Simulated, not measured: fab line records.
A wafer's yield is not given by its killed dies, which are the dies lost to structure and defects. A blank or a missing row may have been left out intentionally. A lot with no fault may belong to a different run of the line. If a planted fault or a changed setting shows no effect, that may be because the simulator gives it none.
Which tool is to blame? || flow berkeley_cmos170 || Sampling: 7 lots, 21 wafers, 3 of 331 route steps

## WHAT THE GAUGES READ, wafer by wafer
UCB170_NLDD_CD_MEAS_06: the cd target is 1200 nm.
{"lot": "L914", "measured": "day 7 14:56", "on": "cd_sem-02", "cd_nm (nm)": "1199.6 1199.0 1198.2"}
{"lot": "L919", "measured": "day 9 07:43", "on": "cd_sem-02", "cd_nm (nm)": "1200.9 1200.3 1201.8"}
{"lot": "L918", "measured": "day 9 07:58", "on": "cd_sem-02", "cd_nm (nm)": "1203.1 1202.6 1202.4"}
{"lot": "L922", "measured": "day 10 09:54", "on": "cd_sem-01", "cd_nm (nm)": "- - -"}
{"lot": "L925", "measured": "day 10 10:38", "on": "cd_sem-02", "cd_nm (nm)": "- - -"}
{"lot": "L928", "measured": "day 11 11:38", "on": "cd_sem-02", "cd_nm (nm)": "1199.0 1199.7 1200.2"}
{"lot": "L929", "measured": "day 11 11:55", "on": "cd_sem-02", "cd_nm (nm)": "1202.6 1201.0 1201.8"}

## TOOL THAT RAN EACH LOT (tool first, then ch and the chambers of the sampled wafers, then the start)
{"lot": "L914", "UCB170_PFIELD_STRIP_08": "plasma_asher-02 ch 0,1, day 5 10:55", "UCB170_NLDD_COAT_01": "litho_track-04 ch 0, day 7 14:08"}
{"lot": "L919", "UCB170_PFIELD_STRIP_08": "plasma_asher-04 ch 0, day 6 11:22", "UCB170_NLDD_COAT_01": "litho_track-02 ch 0, day 9 05:57"}
{"lot": "L918", "UCB170_PFIELD_STRIP_08": "plasma_asher-02 ch 0,1, day 6 12:28", "UCB170_NLDD_COAT_01": "litho_track-04 ch 0, day 9 06:25"}
{"lot": "L922", "UCB170_PFIELD_STRIP_08": "plasma_asher-02 ch 0,1, day 7 16:32", "UCB170_NLDD_COAT_01": "litho_track-02, day 10 09:03"}
{"lot": "L925", "UCB170_PFIELD_STRIP_08": "plasma_asher-01 ch 0,1, day 7 17:25", "UCB170_NLDD_COAT_01": "litho_track-01, day 10 09:37"}
{"lot": "L928", "UCB170_PFIELD_STRIP_08": "plasma_asher-04 ch 0,1, day 9 01:08", "UCB170_NLDD_COAT_01": "litho_track-02 ch 0, day 11 10:36"}
{"lot": "L929", "UCB170_PFIELD_STRIP_08": "plasma_asher-04 ch 0,1, day 9 07:28", "UCB170_NLDD_COAT_01": "litho_track-01 ch 0, day 11 11:04"}
- UCB170_PFIELD_STRIP_08: strips in O2.
- UCB170_NLDD_COAT_01: resist thk 900 nm.

## THE ANSWER, worked out from the rows above alone
Rule: the lots themselves supply what counts as usual. Put in order of their means at a reading, lots are off if they are a third of the lots or fewer, leave a main group of 4 or more, and stand apart from it by a gap of 3 or more times the standard deviation of the main group's means; of several such gaps the widest counts. Not used: any main group whose means are identical at the precision the tables above print for the reading. A lot without any number at a reading at which 4 lots or more have one is off too. The other lots that the step has rows for count as sound.
Off: L922, L925, at UCB170_NLDD_CD_MEAS_06 (cd_nm). Without a number there: L922, L925. For the main group the mean is 1200.8 nm and the standard deviation 1.4.
If a tool, at a process step before that reading, ran all the lots that are off and no sound lot after the first of them, it fits. Those tools and the gauges at UCB170_NLDD_CD_MEAS_06 are tried in the same way. None of those tried fits.

## WHAT THE SIMULATOR PUT IN
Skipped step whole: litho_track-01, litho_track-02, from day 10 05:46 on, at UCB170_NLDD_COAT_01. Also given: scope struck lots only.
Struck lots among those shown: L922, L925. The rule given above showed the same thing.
